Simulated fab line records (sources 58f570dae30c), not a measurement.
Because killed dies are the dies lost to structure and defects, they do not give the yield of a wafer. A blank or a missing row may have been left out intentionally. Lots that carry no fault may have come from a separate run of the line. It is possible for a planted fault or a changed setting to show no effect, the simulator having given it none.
What tool caused it? / flow berkeley cmos170 / 18 wafers from 6 lots sampled at 2 of the route's 331 steps

WHAT EACH GAUGE READ, for each wafer
UCB170_M2_CD_MEAS_90: target cd 700 nm.
lot=L781; measured=day 9 01:26; on=cd sem-01; cd nm (nm)=694 695 700
lot=L784; measured=day 9 00:17; on=cd sem-02; cd nm (nm)=702 702 701
lot=L786; measured=day 9 01:18; on=cd sem-02; cd nm (nm)=702 705 704
lot=L788; measured=day 10 01:42; on=cd sem-02; cd nm (nm)=701 697 701
lot=L790; measured=day 10 06:16; on=cd sem-02; cd nm (nm)=703 708 707
lot=L798; measured=day 12 11:13; on=cd sem-02; cd nm (nm)=693 691 696

TOOL THAT RAN EACH LOT (tool first, then ch and the chambers of the sampled wafers, then the start)
lot=L781; UCB170_PWELL_CVD_05=lpcvd-02 ch 1, day 3 09:29
lot=L784; UCB170_PWELL_CVD_05=lpcvd-02 ch 1, day 3 20:44
lot=L786; UCB170_PWELL_CVD_05=lpcvd-02 ch 1, day 3 20:44
lot=L788; UCB170_PWELL_CVD_05=lpcvd-02 ch 1, day 4 19:24
lot=L790; UCB170_PWELL_CVD_05=lpcvd-02 ch 0, day 5 00:04
lot=L798; UCB170_PWELL_CVD_05=lpcvd-02 ch 0, day 7 00:37
- UCB170_PWELL_CVD_05: deposits Si3N4 from SiH2Cl2/NH3, target thk 220 nm, time 3300 s.

THE ANSWER, worked out from the rows above alone
Rule: the lots themselves supply what counts as usual. The widest of any qualifying gaps counts: lots, ordered by their means at a reading, are off when they make up no more than a third of the lots, leave a main group of 4 or more, and stand apart from it by 3 or more times the standard deviation of that group's means. Not used: any main group whose means are identical at the precision the tables above print for the reading. Also off: a lot with no number at a reading for which 4 or more lots have one. Any other lot the step has rows for is counted as sound.
No lot is off on any of the readings shown, so nothing can be concluded from this.

WHAT THE SIMULATOR PUT IN
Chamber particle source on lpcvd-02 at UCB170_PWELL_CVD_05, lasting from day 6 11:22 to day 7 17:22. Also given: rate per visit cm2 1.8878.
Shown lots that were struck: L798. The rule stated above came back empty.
